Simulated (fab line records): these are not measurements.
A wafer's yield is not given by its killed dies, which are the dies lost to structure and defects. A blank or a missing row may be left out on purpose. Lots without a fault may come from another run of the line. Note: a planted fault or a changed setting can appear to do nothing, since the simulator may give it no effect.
Which tool is to blame? + flow rit cmos + Sampling: 14 lots, 42 wafers, 5 of 202 route steps

== WHAT THE GAUGES READ, wafer by wafer ==
RIT_WELLDRIVE_RS_MEAS_02: measures by four-point-probe.
| lot  | measured    | on            | PWELL_RS (ohm/sq) |
|------|-------------|---------------|-------------------|
| L427 | day 2 04:34 | film metro-03 | 430.9 430.3 429.3 |
| L428 | day 2 08:49 | film metro-01 | 429.7 431.9 432.4 |
| L430 | day 2 19:15 | film metro-01 | 431.1 430.7 429.9 |
| L431 | day 3 01:31 | film metro-01 | 432.0 432.1 432.0 |
| L432 | day 3 05:42 | film metro-03 | 432.3 431.9 431.6 |
| L433 | day 3 10:17 | film metro-01 | 430.4 431.4 429.8 |
| L437 | day 4 06:01 | film metro-01 | 429.1 429.5 428.6 |
| L438 | day 4 10:39 | film metro-03 | 428.5 430.6 430.0 |
| L440 | day 4 20:53 | film metro-03 | - - -             |
| L442 | day 5 07:08 | film metro-04 | 432.5 432.1 432.5 |
| L446 | day 6 03:20 | film metro-03 | 430.9 432.1 430.9 |
| L448 | day 6 14:12 | film metro-03 | - - -             |
| L449 | day 6 18:35 | film metro-03 | 429.8 429.4 430.1 |
| L450 | day 6 23:13 | film metro-03 | 430.8 431.1 432.2 |

RIT_NSD_OVL_MEAS_06.
| lot  | measured    | on         | NSD_OVL (nm)   |
|------|-------------|------------|----------------|
| L427 | day 2 23:50 | overlay-02 | 0.2 -0.5 0.8   |
| L428 | day 3 04:04 | overlay-02 | -1.2 0.6 -0.7  |
| L430 | day 3 13:47 | overlay-01 | 2.0 4.1 -0.2   |
| L431 | day 3 20:19 | overlay-01 | -1.6 0.8 0.3   |
| L432 | day 4 00:47 | overlay-01 | -1.3 -0.9 -0.9 |
| L433 | day 4 05:09 | overlay-01 | 0.5 0.6 1.2    |
| L437 | day 5 00:11 | overlay-02 | -1.1 0.8 -0.7  |
| L438 | day 5 05:54 | overlay-01 | 1.4 1.6 -0.3   |
| L440 | day 5 15:50 | overlay-02 | -0.1 -1.5 -1.0 |
| L442 | day 6 02:03 | overlay-02 | 0.5 0.7 -1.0   |
| L446 | day 6 21:32 | overlay-02 | 0.2 1.7 0.3    |
| L448 | day 7 08:31 | overlay-01 | 0.5 -0.7 0.2   |
| L449 | day 7 13:12 | overlay-01 | 0.6 -1.3 1.1   |
| L450 | day 7 17:32 | overlay-01 | 0.1 -0.5 -0.5  |

RIT_SDANNEAL_RS_MEAS_06: measures by four-point-probe.
| lot  | measured    | on            | PLDD_RS (ohm/sq)  |
|------|-------------|---------------|-------------------|
| L427 | day 3 02:40 | film metro-01 | 180.2 180.2 180.5 |
| L428 | day 3 06:55 | film metro-02 | 181.1 180.8 180.7 |
| L430 | day 3 16:35 | film metro-02 | 179.7 180.3 180.0 |
| L431 | day 3 22:59 | film metro-04 | 180.8 180.3 180.0 |
| L432 | day 4 03:27 | film metro-04 | 181.8 181.5 181.6 |
| L433 | day 4 07:58 | film metro-02 | 180.5 179.9 180.4 |
| L437 | day 5 03:09 | film metro-02 | 180.1 180.5 180.7 |
| L438 | day 5 08:43 | film metro-04 | 181.1 181.2 180.8 |
| L440 | day 5 18:29 | film metro-02 | 180.9 180.6 180.6 |
| L442 | day 6 04:56 | film metro-04 | 179.9 179.7 179.9 |
| L446 | day 7 00:21 | film metro-04 | 180.2 179.8 180.4 |
| L448 | day 7 11:20 | film metro-04 | 181.0 181.1 180.7 |
| L449 | day 7 15:54 | film metro-01 | 180.4 180.8 181.1 |
| L450 | day 7 20:12 | film metro-01 | 180.9 180.7 180.7 |

RIT_M1_CD_MEAS_90 targets a cd of 2600 nm.
| lot  | measured    | on        | cd nm (nm)     |
|------|-------------|-----------|----------------|
| L427 | day 3 08:16 | cd sem-02 | 2601 2601 2603 |
| L428 | day 3 12:15 | cd sem-01 | 2600 2599 2600 |
| L430 | day 3 22:06 | cd sem-02 | 2603 2605 2602 |
| L431 | day 4 04:23 | cd sem-02 | 2599 2597 2597 |
| L432 | day 4 08:50 | cd sem-02 | 2596 2600 2596 |
| L433 | day 4 13:16 | cd sem-02 | 2606 2601 2604 |
| L437 | day 5 08:35 | cd sem-01 | 2599 2600 2598 |
| L438 | day 5 14:07 | cd sem-02 | 2596 2595 2591 |
| L440 | day 6 00:02 | cd sem-02 | 2602 2603 2603 |
| L442 | day 6 10:28 | cd sem-01 | 2600 2602 2597 |
| L446 | day 7 05:59 | cd sem-02 | 2599 2597 2600 |
| L448 | day 7 16:46 | cd sem-01 | 2601 2604 2599 |
| L449 | day 7 21:17 | cd sem-01 | 2599 2596 2598 |
| L450 | day 8 01:36 | cd sem-01 | 2598 2599 2599 |

== WHAT TOOL EACH LOT RAN ON (gives the tool, then ch and the chambers of the sampled wafers, and finally the start) ==
| lot  | RIT_PWELL_IMPLANT_08           |
|------|--------------------------------|
| L427 | implanter-01 ch 0, day 1 22:40 |
| L428 | implanter-04 ch 0, day 2 03:14 |
| L430 | implanter-03 ch 0, day 2 13:33 |
| L431 | implanter-03 ch 0, day 2 19:56 |
| L432 | implanter-01 ch 0, day 2 23:32 |
| L433 | implanter-01 ch 0, day 3 04:42 |
| L437 | implanter-04 ch 0, day 4 00:07 |
| L438 | implanter-03 ch 0, day 4 05:04 |
| L440 | implanter-04 ch 0, day 4 15:09 |
| L442 | implanter-03 ch 0, day 5 01:33 |
| L446 | implanter-01 ch 0, day 5 21:46 |
| L448 | implanter-04 ch 0, day 6 07:46 |
| L449 | implanter-03 ch 0, day 6 12:54 |
| L450 | implanter-03 ch 0, day 6 17:37 |
- RIT_PWELL_IMPLANT_08

== WHAT THE TOOLS THEMSELVES READ (means of the sampled wafers that have a number; where no wafer has one, the mark that the record gives instead) ==
RIT_PWELL_IMPLANT_08.
| lot  | tool         | tilt deg (degrees) |
|------|--------------|--------------------|
| L427 | implanter-01 | 6.963              |
| L428 | implanter-04 | 7.009              |
| L430 | implanter-03 | 6.991              |
| L431 | implanter-03 | 7.012              |
| L432 | implanter-01 | 6.981              |
| L433 | implanter-01 | 7.002              |
| L437 | implanter-04 | 7.000              |
| L438 | implanter-03 | 7.003              |
| L440 | implanter-04 | 8.107              |
| L442 | implanter-03 | 6.986              |
| L446 | implanter-01 | 6.990              |
| L448 | implanter-04 | 8.091              |
| L449 | implanter-03 | 7.016              |
| L450 | implanter-03 | 7.005              |

== THE ANSWER, worked out from the rows above alone ==
Rule: the usual values come from the lots themselves. Put in order of their means at a reading, lots are off if they are a third of the lots or fewer, leave a main group of 4 or more, and stand apart from it by a gap of 3 or more times the standard deviation of the main group's means; of several such gaps the widest counts. If all means in a main group match to the digits the tables above print for the reading, that group is not used. Also off: a lot with no number at a reading for which 4 or more lots have one. Any other lot the step has rows for is counted as sound. Order of review: gauges by route order, followed by the tools' own readings, for which a lot's mean as printed above is used. At the first step where some lot is off, the reading lying furthest off is the one used; lots without a number count as furthest.
Off: L440, L448, at RIT_WELLDRIVE_RS_MEAS_02 (PWELL_RS). Without a number there: L440, L448. For the main group the mean is 430.8 ohm/sq and the standard deviation 1.
A tool fits if, at a process step before that reading, it ran every lot that is off, and no sound lot after the first of them. The gauges at RIT_WELLDRIVE_RS_MEAS_02 aren't tried: what is off there is off at RIT_PWELL_IMPLANT_08 too, on other tools, and a gauge's error can't cause that. One candidate fits, namely implanter-04 at RIT_PWELL_IMPLANT_08. Its last sound lot is L437 (day 4 00:07), its first lot that is off L440 (day 4 15:09): a fault that began between those two fits.
The tool's own readings at RIT_PWELL_IMPLANT_08 bear it out: on the lots that are off they differ by more than 5 times the standard deviation of the sound lots' means. tilt deg reads 8.099 degrees there against 6.997 degrees on the sound lots.

== WHAT THE SIMULATOR HAD INSERTED ==
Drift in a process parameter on implanter-04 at RIT_PWELL_IMPLANT_08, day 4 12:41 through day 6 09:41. Setting tilt deg, moved by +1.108, from 7. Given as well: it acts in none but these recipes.
Lots struck among those shown: L440, L448. The rule above reached the same finding.
